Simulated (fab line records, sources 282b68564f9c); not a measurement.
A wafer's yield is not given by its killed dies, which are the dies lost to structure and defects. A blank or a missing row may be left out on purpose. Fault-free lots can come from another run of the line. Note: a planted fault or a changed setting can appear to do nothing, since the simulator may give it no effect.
fab line records	flow rit-cmos
[record] lots = 6	wafers = 18	last-day = 7
route steps=202 shown M1@184
lots with no fault: from the same line, run without faults
start-h: hours from the record's opening day to when the first of the lot's shown wafers began	wait-h: how many hours have passed since the lot's step before this one	" unchanged from the row above	L1.1+2: a single row standing in for several wafers	- no value, or no start was given	* or withheld: withheld	< > ~ a bound
route shown NAME@n: names a module that has steps shown in the file, with the first one's number in the route	usual: mean/standard deviation taken from wafers without a fault	same: alike in all rows	chamber/n: place in a boat	sites: each site's reading	_std_site: the values' standard deviation	_edge_site: the outer-site mean with the inner-site mean subtracted	radius-mm: how far each site lies from the wafer's centre	mask NAME#n: copy n	behind: the last tool/chamber to shape the wafer	hold: why the lot went on hold/how many hours it stayed there/how the hold came to an end	device: which transistor (n, p or np) failed to switch	end of line: the same wafers' tests at the end of the route	a step without rows: its recipe alone	killed: dies that structure and defects cost at the first sort, which is not the same as the wafer's yield	map: the dies of a wafer, with x for killed, . for not killed, _ for no die there
set.NAME: the setting as run; set.NAME@STEP: as run at that earlier step	model.NAME: the simulator's own value behind a step, which no gauge read
a table for each step, a row for each wafer; lots at some steps of the route
services: from which hour (start-h, from the record's first day; less than 0 if before it) a tool's chamber was out of use, for how many hours, and why
[[steps]]
[step RIT_M1_SPUTTER_00]
[recipe] material = Al	target-thk-nm = 400	power-w = 2000	chamber-pressure-pa = 0.4	gas = Ar	time-s = 500	substrate-temp-c = 25
[usual] substrate-temp-c = 25.02/0.11	throttle-valve-pct = 30.0/1.1
lot.wafer	tool	chamber	start-h	wait-h	substrate-temp-c	throttle-valve-pct
L531.2	pvd-sputter-02	-	78.89	0.0	25.06	28.8
L531.4	"	-	"	"	25.01	32.0
L531.5	"	-	"	"	25.20	30.3
L534.1	pvd-sputter-01	-	93.71	0.0	24.90	29.7
L534.2	"	-	"	"	24.91	30.6
L534.5	"	-	"	"	25.08	29.6
L540.1	pvd-sputter-01	-	121.99	0.0	24.85	30.4
L540.2	"	-	"	"	25.16	29.6
L540.6	"	-	"	"	25.22	29.9
L541.4	pvd-sputter-03	-	129.77	0.0	25.09	29.4
L541.5	"	-	"	"	24.94	28.5
L541.6	"	-	"	"	24.98	32.4
L543.2	pvd-sputter-03	-	138.49	0.0	24.99	29.8
L543.4	"	-	"	"	24.81	32.6
L543.6	"	-	"	"	24.92	28.5
L546.2	pvd-sputter-01	-	155.42	0.0	25.13	30.3
L546.4	"	-	"	"	25.02	28.7
L546.6	"	-	"	"	25.19	30.0
[step RIT_M1_RS_MEAS_01]
[recipe] thk-meas-gauge = four-point-probe	reads = Al_of_M1_SPUTTER_00
[usual] M1_AL_RS = 0.0732/0.00083
lot.wafer	tool	chamber	start-h	wait-h	M1_AL_RS[ohm/sq]
L531.2	film-metro-02	-	79.21	0.2	0.0731
L531.4	"	-	"	"	0.0740
L531.5	"	-	"	"	0.0731
L534.1	film-metro-01	-	94.00	0.1	0.0739
L534.2	"	-	"	"	0.0749
L534.5	"	-	"	"	0.0737
L540.1	film-metro-03	-	122.29	0.1	0.0728
L540.2	"	-	"	"	0.0736
L540.6	"	-	"	"	0.0742
L541.4	film-metro-02	-	130.12	0.2	0.0726
L541.5	"	-	"	"	0.0716
L541.6	"	-	"	"	0.0723
L543.2	film-metro-02	-	138.81	0.2	0.0730
L543.4	"	-	"	"	0.0727
L543.6	"	-	"	"	0.0718
L546.2	film-metro-01	-	155.73	0.2	0.0723
L546.4	"	-	"	"	0.0731
L546.6	"	-	"	"	0.0720
[step RIT_M1_THK_MEAS_02]
[recipe] thk-meas-gauge = xrf	reads = Al_of_M1_SPUTTER_00
[usual] M1_AL_THK = 400/5.1
lot.wafer	tool	chamber	start-h	wait-h	M1_AL_THK[nm]
L531.2	film-metro-02	-	79.32	0.1	400
L531.4	"	-	"	"	397
L531.5	"	-	"	"	401
L534.1	film-metro-01	-	94.12	0.1	392
L534.2	"	-	"	"	387
L534.5	"	-	"	"	394
L540.1	film-metro-03	-	122.41	0.1	402
L540.2	"	-	"	"	395
L540.6	"	-	"	"	393
L541.4	film-metro-02	-	130.21	0.1	409
L541.5	"	-	"	"	411
L541.6	"	-	"	"	405
L543.2	film-metro-02	-	138.92	0.1	404
L543.4	"	-	"	"	407
L543.6	"	-	"	"	407
L546.2	film-metro-01	-	155.84	0.1	404
L546.4	"	-	"	"	403
L546.6	"	-	"	"	406
[step RIT_M1_HMDS_03]
[recipe] prime-time-s = 60	prime-temp-c = 140
[step RIT_M1_COAT_04]
[recipe] resist = NOVOLAK	spin-rpm = 2000	resist-thk-nm = 1300
[step RIT_M1_SOFTBAKE_05]
[recipe] resist = NOVOLAK	temp-c = 90	time-s = 60
[step RIT_M1_EXPOSE_06]
[recipe] mask-id = M12	na = 0.6	source-shape = conventional	sigma-outer = 0.5	target-cd-nm = 2600	dose-mj = 250
[step RIT_M1_PEB_07]
[recipe] resist = NOVOLAK	temp-c = withheld	time-s = withheld
[step RIT_M1_DEVELOP_08]
[recipe] resist = NOVOLAK	develop-time-s = 68	dev-temp-c = 23
[step RIT_M1_CD_MEAS_09]
[recipe] target-cd-nm = 2600
[usual] cd-nm = 2600.3/2
lot.wafer	tool	chamber	start-h	wait-h	cd-nm
L531.2	cd-sem-02	-	80.27	-	2598.3
L531.4	"	-	"	"	2598.4
L531.5	"	-	"	"	2598.9
L534.1	cd-sem-02	-	95.18	-	2599.8
L534.2	"	-	"	"	2600.7
L534.5	"	-	"	"	2600.0
L540.1	cd-sem-01	-	123.47	-	2606.2
L540.2	"	-	"	"	2602.2
L540.6	"	-	"	"	2604.2
L541.4	cd-sem-01	-	131.21	-	2601.8
L541.5	"	-	"	"	2599.2
L541.6	"	-	"	"	2599.5
L543.2	cd-sem-01	-	139.87	-	2600.2
L543.4	"	-	"	"	2600.1
L543.6	"	-	"	"	2599.0
L546.2	cd-sem-02	-	157.05	-	2598.0
L546.4	"	-	"	"	2599.5
L546.6	"	-	"	"	2599.9
[step RIT_M1_OVL_MEAS_10]
[usual] M1_OVL = 0.1/1.1
lot.wafer	tool	chamber	start-h	wait-h	M1_OVL[nm]
L531.2	overlay-02	-	80.37	0.1	0.6
L531.4	"	-	"	"	-0.6
L531.5	"	-	"	"	-2.6
L534.1	overlay-01	-	95.30	0.1	2.2
L534.2	"	-	"	"	0.7
L534.5	"	-	"	"	2.4
L540.1	overlay-02	-	123.59	0.1	0.8
L540.2	"	-	"	"	1.1
L540.6	"	-	"	"	-0.1
L541.4	overlay-01	-	131.29	0.1	0.8
L541.5	"	-	"	"	2.2
L541.6	"	-	"	"	-0.2
L543.2	overlay-02	-	139.98	0.1	-0.9
L543.4	"	-	"	"	-0.9
L543.6	"	-	"	"	-0.2
L546.2	overlay-02	-	157.15	0.1	-0.1
L546.4	"	-	"	"	-1.1
L546.6	"	-	"	"	0.2
[step RIT_M1_HARDBAKE_11]
[recipe] resist = NOVOLAK	temp-c = 140	time-s = 120
[step RIT_M1_METAL_ETCH_12]
[recipe] stop-on = SiO2	chemistry = Cl2/BCl3	target = Al	time-s = 165	over-etch-frac = 0.5	pressure-mtorr = 100	target-depth-a = 6000	rf-w = 250	Cl2_flow_sccm = 60	bcl3-flow-sccm = 50
[usual] drypump-motor-current-A = 5.97/0.21	oes-product-au = 0.776/0.013	run-length-s = 193.45/0.27	throttle-valve-pct = 8.26/0.088
lot.wafer	tool	chamber	start-h	wait-h	drypump-motor-current-A	oes-product-au	rf-hours-counter-h	run-length-s	throttle-valve-pct	model.NOVOLAK_of_M1_COAT_04.thk-nm
L531.2	rie-metal-01	0	80.65	0.2	6.01	0.765	4	193.17	8.27	815
L531.4	"	0	"	"	6.02	0.760	-	193.31	8.26	813
L531.5	"	0	"	"	6.01	0.764	-	193.75	8.27	810.9
L534.1	rie-metal-01	0	95.74	0.2	6.02	0.764	4	193.33	8.25	812.5
L534.2	"	1	"	"	5.56	0.767	4	194.07	8.38	813.3
L534.5	"	1	"	"	5.57	0.757	-	193.70	8.39	809.3
L540.1	rie-metal-01	1	123.88	0.2	5.56	0.777	5	193.48	8.37	812.6
L540.2	"	0	"	"	6.03	0.709	5	215.01	8.27	764.3
L540.6	"	0	"	"	6.07	0.708	-	215.08	8.28	777.1
L541.4	rie-metal-02	1	131.72	0.1	6.12	0.767	-	193.45	8.32	813.3
L541.5	"	0	"	"	6.20	0.794	-	193.33	8.26	804.2
L541.6	"	1	"	"	6.12	0.772	-	193.10	8.32	815.3
L543.2	rie-metal-01	0	140.26	0.2	6.02	0.712	5	215.22	8.29	775.4
L543.4	"	0	"	"	6.03	0.718	-	215.32	8.25	769.3
L543.6	"	1	"	"	5.56	0.773	-	194.07	8.37	813.3
L546.2	rie-metal-02	1	157.44	0.2	6.12	0.787	0	193.08	8.32	810.3
L546.4	"	1	"	"	6.14	0.778	-	193.18	8.30	812.8
L546.6	"	0	"	"	6.20	0.805	-	193.15	8.24	804.5
[step RIT_M1_STRIP_13]
[recipe] chemistry = nmp	resist = NOVOLAK	temp-c = 80	time-s = 600	dry = n2-spin
[step RIT_M1_PROBE_99]
[usual] defect-limited-yield = 97.5/1.1	killed-at-contacts = 0.1/0.28	killed-at-front-end = 6.5/3	killed-dies = 7/3	killed-open = 3.2/2	killed-short = 3.2/1.9	sort_bin_3_pad_short = 0.1/0.2	sort_bin_5_function = 1.4/0.81	sort_bin_6_memory = 1.0/0.67	sort-n-pass = 257/3	sort-yield-pct = 97.5/1.1
[same] gross-dies = 264	killed_at_M0_to_M3 = 0	killed_at_M4_up = 0	killed-at-back-side = 0	killed-at-other = 0
lot.wafer	tool	chamber	start-h	wait-h	defect-limited-yield[%]	killed-at-contacts	killed-at-front-end	killed-dies	killed-open	killed-short	sort_bin_3_pad_short[%]	sort_bin_5_function[%]	sort_bin_6_memory[%]	sort-n-pass	sort-yield-pct[%]	model.etest.antenna-m1.vt-shift-v
L531.2	prober-02	-	82.96	0.1	98.5	0	4	4	1	3	0	0.8	0.8	260	98.5	-0.008701
L531.4	prober-02	-	83.06	0.2	97.7	0	6	6	2	4	0	0.4	1.9	258	97.7	-0.01367
L531.5	prober-02	-	83.11	0.2	98.1	0	5	5	2	3	0.4	1.1	0.4	259	98.1	-0.01561
L534.1	prober-01	-	98.67	0.1	97.0	0	8	8	4	4	0.4	1.5	1.1	256	97.0	-0.008646
L534.2	prober-01	-	98.72	0.1	97.3	0	7	7	5	2	0	1.1	1.5	257	97.3	-0.007448
L534.5	prober-01	-	98.87	0.2	97.3	0	7	7	5	2	0	1.1	1.5	257	97.3	-0.01111
L540.1	prober-01	-	126.13	0.1	98.1	0	5	5	2	2	0	1.5	0.4	259	98.1	-0.007465
L540.2	prober-01	-	126.18	0.1	99.2	1	1	2	1	1	0	0.8	0	262	99.2	-0.01326
L540.6	prober-01	-	126.38	0.2	99.6	0	1	1	0	1	0	0.4	0	263	99.6	-0.01628
L541.4	prober-02	-	134.07	0.2	98.5	0	4	4	3	1	0	0.8	0.8	260	98.5	-0.01243
L541.5	prober-02	-	134.12	0.2	96.6	0	9	9	4	3	0	3.0	0.4	255	96.6	-0.009369
L541.6	prober-02	-	134.17	0.2	98.5	0	4	4	0	4	0.4	0.8	0.4	260	98.5	-0.01015
L543.2	prober-02	-	142.73	0.1	97.0	0	8	8	5	3	0.4	1.9	0.8	256	97.0	-0.01146
L543.4	prober-02	-	142.83	0.2	98.1	0	5	5	2	3	0.4	1.5	0	259	98.1	-0.01108
L543.6	prober-02	-	142.93	0.2	97.0	0	8	8	5	3	0	2.3	0.8	256	97.0	-0.01019
L546.2	prober-01	-	160.11	0.1	98.9	0	3	3	0	3	0	0.8	0.4	261	98.9	-0.01571
L546.4	prober-01	-	160.21	0.2	98.1	1	4	5	0	5	0	1.1	0.8	259	98.1	-0.008343
L546.6	prober-01	-	160.31	0.2	96.2	0	10	10	7	3	0	2.7	1.1	254	96.2	-0.01
// killed by level:class
L531.2 FOX2:geometric-particle:short=1 GATE:geometric-particle:open=1 GATE:geometric-particle:short=1 SILICIDE:geometric-particle:short=1
L531.4 GATE:geometric-particle:short=3 FOX1:geometric-particle:open=1 GATE:geometric-particle:open=1 REOX:geometric-particle:short=1
L531.5 GATE:geometric-particle:short=2 FOX1:geometric-particle:open=1 GATE:geometric-particle:open=1 SILICIDE:geometric-particle:short=1
L534.1 GATE:geometric-particle:open=3 GATE:geometric-particle:short=3 FOX2:geometric-particle:open=1 SILICIDE:geometric-particle:short=1
L534.2 GATE:geometric-particle:short=2 GATE:geometric-particle:open=2 SPACER:geometric-particle:open=2 FOX1:geometric-particle:open=1
L534.5 REOX:geometric-particle:open=2 FOX1:geometric-particle:open=1 GATE:geometric-particle:open=1 REOX:geometric-particle:short=1 SILICIDE:geometric-particle:open=1 SILICIDE:geometric-particle:short=1
L540.1 GATE:geometric-particle:open=2 FOX2:geometric-particle:short=1 GATE:geometric-particle:short=1 NLDD:coat-microbubble-printed=1
L540.2 FOX2:geometric-particle:short=1 CONTACT:geometric-particle:open=1
L540.6 FOX1:geometric-particle:short=1
L541.4 GATE:geometric-particle:open=2 FOX2:geometric-particle:open=1 GATE:geometric-particle:short=1
L541.5 GATE:geometric-particle:short=2 SILICIDE:geometric-particle:open=2 NSD:coat-microbubble-printed=2 FOX1:geometric-particle:open=1 GATE:geometric-particle:open=1 SPACER:geometric-particle:short=1
L541.6 GATE:geometric-particle:short=2 SPACER:geometric-particle:short=1 SILICIDE:geometric-particle:short=1
L543.2 FOX1:geometric-particle:open=4 FOX1:geometric-particle:short=1 GATE:geometric-particle:open=1 REOX:geometric-particle:short=1 SILICIDE:geometric-particle:short=1
L543.4 FOX1:geometric-particle:short=1 FOX1:geometric-particle:open=1 GATE:geometric-particle:short=1 GATE:geometric-particle:open=1 REOX:geometric-particle:short=1
L543.6 FOX1:geometric-particle:short=3 FOX1:geometric-particle:open=2 GATE:geometric-particle:open=1 REOX:geometric-particle:open=1 SPACER:geometric-particle:open=1
L546.2 REOX:geometric-particle:short=2 FOX1:geometric-particle:short=1
L546.4 GATE:geometric-particle:short=2 FOX1:geometric-particle:short=1 SPACER:geometric-particle:short=1 CONTACT:geometric-particle:short=1
L546.6 GATE:geometric-particle:open=3 FOX1:geometric-particle:open=2 GATE:geometric-particle:short=2 SPACER:geometric-particle:open=2 SPACER:geometric-particle:short=1
[[services]]
tool	chamber	start-h	hours	kind
pvd-sputter-03	-	59.24	2.6	repair
rie-metal-01	-	76.26	2.8	pm
rie-metal-02	-	91.53	0.3	repair
rie-metal-01	1	101.72	7.3	repair
pvd-sputter-02	-	114.71	4.2	repair
rie-metal-01	1	115.87	1.9	repair
rie-metal-02	-	136.12	20.0	pm
rie-metal-02	0	136.12	20.0	vent-cycle
rie-metal-02	1	136.12	20.0	vent-cycle
rie-metal-02	1	140.24	13.1	repair
pvd-sputter-03	-	145.52	5.8	repair
rie-metal-02	0	156.12	-	clean
rie-metal-02	1	156.12	-	clean
pvd-sputter-03	-	156.37	2.7	repair
[[key]]
[first-sign] step = RIT_M1_METAL_ETCH_12	reading = run-length-s	direction = up	sigmas = 80	usual = *	struck = *
[effect] step = RIT_M1_METAL_ETCH_12	reading = oes-product-au	direction = down	sigmas = 5	usual = 0.776	struck = 0.712
[model-effect] step = RIT_M1_METAL_ETCH_12	value = NOVOLAK_of_M1_COAT_04.thk-nm	without = 814.5	struck = 771.5
[model-effect] step = RIT_M1_PROBE_99	value = etest.antenna-m1.vt-shift-v	without = -0.009074	struck = -0.01302
met-at RIT_M1_METAL_ETCH_12
struck-wafers L540.2,L540.6,L543.2,L543.4
onset-between 95.74 123.88
[fault] kind = process-parameter-drift	tool = rie-metal-01	chamber = 0	onset-h = 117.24	steps = RIT_M1_METAL_ETCH_12	channel = time-s	offset = *	shape = step	end-h = 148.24	stated = *
